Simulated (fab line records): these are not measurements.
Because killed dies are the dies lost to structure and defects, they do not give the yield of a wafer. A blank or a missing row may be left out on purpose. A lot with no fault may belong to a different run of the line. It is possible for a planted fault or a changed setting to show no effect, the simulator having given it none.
Split-lot trial || flow berkeleyCmos170 || on a route of 331 steps: 5 lots, 23 wafers read

== ON THE SPLIT ==
At UCB170_V2_CMP_02 (polishes SiO2), the setting leaveAboveRefNm was moved away from the recipe's 1000 nm on 9 of the 23 wafers read, by -4.5% to +6.6%. All remaining wafers had this setting at the recipe value.

Split to reading: the file shows no intervening step.

== THE READING ==
V2_POLISHED_THK, in nm, at UCB170_V2_THK_MEAS_04. A value of 999.9 nm with a standard deviation of 1.2 nm is what fault-free wafers of this fab line usually give.

{"wafer": "L076.1", "tool, chamber at the split": "cmp-01, 3", "leaveAboveRefNm as run, nm": 1000, "against the recipe": "recipe", "V2_POLISHED_THK, nm": 1001.4, "against lot-mates on the recipe": "-"}
{"wafer": "L076.2", "tool, chamber at the split": "cmp-01, 0,1", "leaveAboveRefNm as run, nm": 1066, "against the recipe": "+6.6%", "V2_POLISHED_THK, nm": 1065.9, "against lot-mates on the recipe": "+65.2"}
{"wafer": "L076.3", "tool, chamber at the split": "cmp-01, 2", "leaveAboveRefNm as run, nm": 1000, "against the recipe": "recipe", "V2_POLISHED_THK, nm": 1000.0, "against lot-mates on the recipe": "-"}
{"wafer": "L076.4", "tool, chamber at the split": "cmp-01, 1", "leaveAboveRefNm as run, nm": 1066, "against the recipe": "+6.6%", "V2_POLISHED_THK, nm": 1067.7, "against lot-mates on the recipe": "+67.0"}
{"wafer": "L076.6", "tool, chamber at the split": "cmp-01, 0,1", "leaveAboveRefNm as run, nm": 1066, "against the recipe": "+6.6%", "V2_POLISHED_THK, nm": 1066.5, "against lot-mates on the recipe": "+65.8"}
{"wafer": "L079.2", "tool, chamber at the split": "cmp-02, 2", "leaveAboveRefNm as run, nm": 1000, "against the recipe": "recipe", "V2_POLISHED_THK, nm": 1000.0, "against lot-mates on the recipe": "-"}
{"wafer": "L079.3", "tool, chamber at the split": "cmp-02, 3", "leaveAboveRefNm as run, nm": 1000, "against the recipe": "recipe", "V2_POLISHED_THK, nm": 999.2, "against lot-mates on the recipe": "-"}
{"wafer": "L079.4", "tool, chamber at the split": "cmp-02, 0,1", "leaveAboveRefNm as run, nm": 1000, "against the recipe": "recipe", "V2_POLISHED_THK, nm": 1001.0, "against lot-mates on the recipe": "-"}
{"wafer": "L079.5", "tool, chamber at the split": "cmp-02, 0,1", "leaveAboveRefNm as run, nm": 1000, "against the recipe": "recipe", "V2_POLISHED_THK, nm": 1002.0, "against lot-mates on the recipe": "-"}
{"wafer": "L079.6", "tool, chamber at the split": "cmp-02, 0", "leaveAboveRefNm as run, nm": 1000, "against the recipe": "recipe", "V2_POLISHED_THK, nm": 1001.6, "against lot-mates on the recipe": "-"}
{"wafer": "L081.1", "tool, chamber at the split": "cmp-02, 2", "leaveAboveRefNm as run, nm": 954.9, "against the recipe": "-4.5%", "V2_POLISHED_THK, nm": 954.6, "against lot-mates on the recipe": -43.8}
{"wafer": "L081.2", "tool, chamber at the split": "cmp-02, 1", "leaveAboveRefNm as run, nm": 954.9, "against the recipe": "-4.5%", "V2_POLISHED_THK, nm": 954.5, "against lot-mates on the recipe": -43.9}
{"wafer": "L081.4", "tool, chamber at the split": "cmp-02, 3", "leaveAboveRefNm as run, nm": 1000, "against the recipe": "recipe", "V2_POLISHED_THK, nm": 997.0, "against lot-mates on the recipe": "-"}
{"wafer": "L081.5", "tool, chamber at the split": "cmp-02, 2", "leaveAboveRefNm as run, nm": 954.9, "against the recipe": "-4.5%", "V2_POLISHED_THK, nm": 954.5, "against lot-mates on the recipe": -43.9}
{"wafer": "L081.6", "tool, chamber at the split": "cmp-02, 1", "leaveAboveRefNm as run, nm": 1000, "against the recipe": "recipe", "V2_POLISHED_THK, nm": 999.8, "against lot-mates on the recipe": "-"}
{"wafer": "L083.2", "tool, chamber at the split": "cmp-01, 2", "leaveAboveRefNm as run, nm": 1000, "against the recipe": "recipe", "V2_POLISHED_THK, nm": 999.2, "against lot-mates on the recipe": "-"}
{"wafer": "L083.3", "tool, chamber at the split": "cmp-01, 3", "leaveAboveRefNm as run, nm": 956.8, "against the recipe": "-4.3%", "V2_POLISHED_THK, nm": 957.6, "against lot-mates on the recipe": -42.9}
{"wafer": "L083.4", "tool, chamber at the split": "cmp-01, 1", "leaveAboveRefNm as run, nm": 956.8, "against the recipe": "-4.3%", "V2_POLISHED_THK, nm": 957.3, "against lot-mates on the recipe": -43.2}
{"wafer": "L083.5", "tool, chamber at the split": "cmp-01, 2", "leaveAboveRefNm as run, nm": 1000, "against the recipe": "recipe", "V2_POLISHED_THK, nm": 1001.8, "against lot-mates on the recipe": "-"}
{"wafer": "L083.6", "tool, chamber at the split": "cmp-01, 3", "leaveAboveRefNm as run, nm": 956.8, "against the recipe": "-4.3%", "V2_POLISHED_THK, nm": 956.0, "against lot-mates on the recipe": -44.5}
{"wafer": "L085.1", "tool, chamber at the split": "cmp-01, 1,3,2", "leaveAboveRefNm as run, nm": 1000, "against the recipe": "recipe", "V2_POLISHED_THK, nm": 1001.2, "against lot-mates on the recipe": "-"}
{"wafer": "L085.3", "tool, chamber at the split": "cmp-01, 1,3,2", "leaveAboveRefNm as run, nm": 1000, "against the recipe": "recipe", "V2_POLISHED_THK, nm": 1000.7, "against lot-mates on the recipe": "-"}
{"wafer": "L085.6", "tool, chamber at the split": "cmp-01, 1,3,2", "leaveAboveRefNm as run, nm": 1000, "against the recipe": "recipe", "V2_POLISHED_THK, nm": 1002.1, "against lot-mates on the recipe": "-"}
The file does not say which wafer passed through which chamber wherever a row lists several chambers: such a row stands for several wafers.

THE FIT
A straight line over all 23 wafers: V2_POLISHED_THK changes by +10.1 nm for each +1% of leaveAboveRefNm; r = +1.00; the points scatter about the line by 1.2 nm.
The same after taking each lot's own level away (the mean of its wafers on the recipe; 23 wafers): +9.95 nm for each +1%; r = +1.00; scatter 1 nm.
The reading moves by 66 nm for the largest change in leaveAboveRefNm, on that fit.
From 998.40 to 1001.33 nm: that is the span of the lots' own levels, equal to 2.4 times the standard deviation above.
Consequently the slope shifts little with the lot-to-lot level, the two slopes agreeing.
Check: for one of the wafers moved furthest among these (+6.6%), held out of the fit, the line's prediction against its lot-mates is +66 nm. It came out at +65.2 nm against them.

== THESE WAFERS: OTHER SPLITS ==
Other splits were also applied to these wafers ahead of the reading. Each is held against what the fit with the lots' levels taken away leaves over:
{"other split on the same wafers": "UCB170_M2_METAL_ETCH_18 timeS", "wafers away from the commonest value": 5, "r with V2_POLISHED_THK (lot level and that fit taken away)": -0.03}

== THE WHOLE CHAIN: every reading that the file lists as answering this split, in the file's order ==
{"step": "UCB170_V2_CMP_02", "what it does": "polishes SiO2", "reading": "SiO2_of_V2_CVD_00.thkNm (the simulator's own value, which no gauge read)", "change (the file's fit)": "+9.9 nm for each +1% of the setting", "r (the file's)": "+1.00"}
{"step": "UCB170_V2_THK_MEAS_04", "what it does": "", "reading": "V2_POLISHED_THK", "change (the file's fit)": "+9.95 for each +1% of the setting", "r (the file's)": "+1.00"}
{"step": "UCB170_V2_ETCH_14", "what it does": "etches SiO2 in CHF3/CF4/Ar, stops on Al, target depth 1250 nm, time 291 s", "reading": "etch.depthNm (the simulator's own value, which no gauge read)", "change (the file's fit)": "+9.93 nm for each +1% of the setting", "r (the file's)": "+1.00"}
{"step": "UCB170_V2_ETCH_14", "what it does": "etches SiO2 in CHF3/CF4/Ar, stops on Al, target depth 1250 nm, time 291 s", "reading": "V2.featureDepthNm (the simulator's own value, which no gauge read)", "change (the file's fit)": "+9.93 nm for each +1% of the setting", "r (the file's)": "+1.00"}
{"step": "UCB170_M3_METAL_ETCH_18", "what it does": "etches Al in Cl2/BCl3, stops on SiO2, target depth 1170 nm, time 195 s", "reading": "SiO2_of_V2_CVD_00.thkNm (the simulator's own value, which no gauge read)", "change (the file's fit)": "+10 nm for each +1% of the setting", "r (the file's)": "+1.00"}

== FILE'S OWN FIT ==
V2_POLISHED_THK changes by +9.95 nm for each +1% of leaveAboveRefNm, r = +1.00.
